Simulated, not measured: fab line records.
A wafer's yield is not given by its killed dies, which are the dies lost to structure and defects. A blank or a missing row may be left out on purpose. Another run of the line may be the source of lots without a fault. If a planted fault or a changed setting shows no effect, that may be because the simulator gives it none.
Struck lot and sound lot, side by side | flow ritCmos | 35 out of 202 route steps
Sound: these wafers, L620.2, L620.3, L620.4. Struck: wafers L633.2, L633.5 (left out: L633.6, a lot-mate that was not struck); the cause follows at the end.
At each step with rows: each side's tool, then ch and its chambers, then its first start. Under that, the readings that differ: sound wafers | struck wafers | difference of the means | sigmas: that difference in standard deviations of wafers without a fault.
alike: words and numbers the same on both sides, and readings whose means are apart by under 2 such deviations; not compared: readings that were withheld, readings missing a value for some wafer, numbers with overlapping values and no deviation given by the record, and bounds like >300 which may hide the same value.
Wherever a step has rows on one side only, a row that says differs or no value, or a row with sigmas, the two part there. Numbers that don't overlap but have no deviation are shown without sigmas and don't part them. A reading missing from all wafers of one side parts the sides only when that side holds two or more wafers.

RIT_CONTACT_CVD_00: deposits SiO2 from TEOS, target thk 400 nm, time 61 s.
  sound on pecvd-04 ch 0,2, day 3 07:32; struck on pecvd-03 ch 0,1, day 6 01:05
  alike: heaterPowerW
RIT_CONTACT_THK_MEAS_01:
  sound on filmMetro-02 at day 3 07:35; struck on filmMetro-03 at day 6 01:09
  alike: CONTACT_TEOS_THK
then, 6 steps without rows for these wafers: RIT_CONTACT_HMDS_02 (prime time 60 s); RIT_CONTACT_COAT_03 (resist thk 1000 nm); RIT_CONTACT_SOFTBAKE_04 (time 60 s); RIT_CONTACT_EXPOSE_05 (exposes mask M11, target cd 1000 nm); RIT_CONTACT_PEB_06; RIT_CONTACT_DEVELOP_07 (develop time 120 s).
RIT_CONTACT_CD_MEAS_08 targets a cd of 1000 nm.
  sound on cdSem-02 at day 3 08:51; struck on cdSem-02 at day 6 02:30
reading   | sound             | struck        | difference | sigmas
cdNm (nm) | 996.6 998.5 997.4 | 1001.8 1001.4 | +4.1       | +2
RIT_CONTACT_OVL_MEAS_09:
  sound on overlay-02 at day 3 08:58; struck on overlay-02 at day 6 02:37
  alike: CONTACT_OVL
then, 1 step without rows for these wafers: RIT_CONTACT_HARDBAKE_10 (time 60 s).
RIT_CONTACT_ETCH_11: etches SiO2 in CHF3/CF4/Ar, stops on TiSi2, target depth 480 nm, time 320 s.
  sound on rieDiel-03 ch 2,3, day 3 09:08; struck on rieDiel-03 ch 0,2, day 6 02:47
  alike: drypumpMotorCurrentA, oesProductAu, throttleValvePct
  not compared: rfHoursCounterH
RIT_CONTACT_STRIP_12: strips in O2, time 180 s.
  sound on plasmaAsher-02 ch 0,1, day 3 09:20; struck on plasmaAsher-03 ch 0, day 6 02:59
  alike: drypumpMotorCurrentA, o2FlowSccm
  not compared: rfHoursCounterH
RIT_CONTACT_CD_MEAS_90 targets a cd of 1000 nm.
  sound on cdSem-02 at day 3 09:32; struck on cdSem-02 at day 6 03:11
reading   | sound             | struck        | difference | sigmas
cdNm (nm) | 995.7 998.5 996.8 | 1001.8 1001.7 | +4.8       | +2
then, 2 steps without rows for these wafers: RIT_CONTACT_CLEAN_13 (cleans in SC1, time 600 s); RIT_CONTACT_CLEAN_14 (cleans in SC2, time 600 s).
RIT_M1_SPUTTER_00: material Al, target thk 400 nm, time 500 s.
  sound on pvdSputter-02 at day 3 09:59; struck on pvdSputter-02 at day 6 03:38
  alike: substrateTempC, throttleValvePct
RIT_M1_RS_MEAS_01: uses a four-point probe to measure.
  sound on filmMetro-01 at day 3 10:17; struck on filmMetro-01 at day 6 03:56
  alike: M1_AL_RS
RIT_M1_THK_MEAS_02: measures by xrf.
  sound on filmMetro-01 at day 3 10:24; struck on filmMetro-01 at day 6 04:03
  alike: M1_AL_THK
then, 6 steps without rows for these wafers: RIT_M1_HMDS_03 (prime time 60 s); RIT_M1_COAT_04 (resist thk 1312 nm); RIT_M1_SOFTBAKE_05 (time 60 s); RIT_M1_EXPOSE_06 (exposes mask M12, target cd 2600 nm); RIT_M1_PEB_07; RIT_M1_DEVELOP_08 (develop time 68 s).
RIT_M1_CD_MEAS_09 targets a cd of 2600 nm.
  sound on cdSem-02 at day 3 11:21; struck on cdSem-01 at day 6 05:00
  alike: cdNm
RIT_M1_OVL_MEAS_10:
  sound on overlay-02 at day 3 11:28; struck on overlay-01 at day 6 05:07
  alike: M1_OVL
then, 1 step without rows for these wafers: RIT_M1_HARDBAKE_11 (time 120 s).
RIT_M1_METAL_ETCH_12: etches Al in Cl2/BCl3, stops on SiO2, time 165 s, target depth 600 nm.
  sound on rieMetal-03 ch 0,1, day 3 11:44; struck on rieMetal-03 ch 0,1, day 6 05:23
  alike: drypumpMotorCurrentA, oesProductAu, throttleValvePct
  not compared: rfHoursCounterH
then, 1 step without rows for these wafers: RIT_M1_STRIP_13 (strips in nmp, time 600 s).
RIT_M1_STRIP_14: strips in O2, time 173.7 s.
  sound on plasmaAsher-01 ch 0,1, day 3 12:04; struck on plasmaAsher-02 ch 0,1, day 6 05:43
  alike: drypumpMotorCurrentA, o2FlowSccm
  not compared: rfHoursCounterH
RIT_M1_CD_MEAS_90 targets a cd of 2600 nm.
  sound on cdSem-02 at day 3 12:16; struck on cdSem-01 at day 6 05:55
  alike: cdNm
then, 1 step without rows for these wafers: RIT_M1_ANNEAL_15 (time 1800 s).
RIT_M1_BOW_MEAS_16:
  sound on filmMetro-03 at day 3 13:53; struck on filmMetro-01 at day 6 07:43
  alike: M1_BOW
RIT_M1_PROBE_99:
  sound on prober-02 at day 3 14:02; struck on prober-01 at day 6 07:52
reading          | sound | struck | difference | sigmas
killedAtContacts | 0 0 0 | 38 29  | +34        | +99 or more
killedDies       | 5 4 7 | 42 34  | +33        | +11
  alike: killed_at_M0_to_M3, killedAtFrontEnd, killedOpen, killedShort

## WHERE THEY PART
First at RIT_CONTACT_CD_MEAS_08; last, within this record, at RIT_M1_PROBE_99.

WHY: what the simulator had put in
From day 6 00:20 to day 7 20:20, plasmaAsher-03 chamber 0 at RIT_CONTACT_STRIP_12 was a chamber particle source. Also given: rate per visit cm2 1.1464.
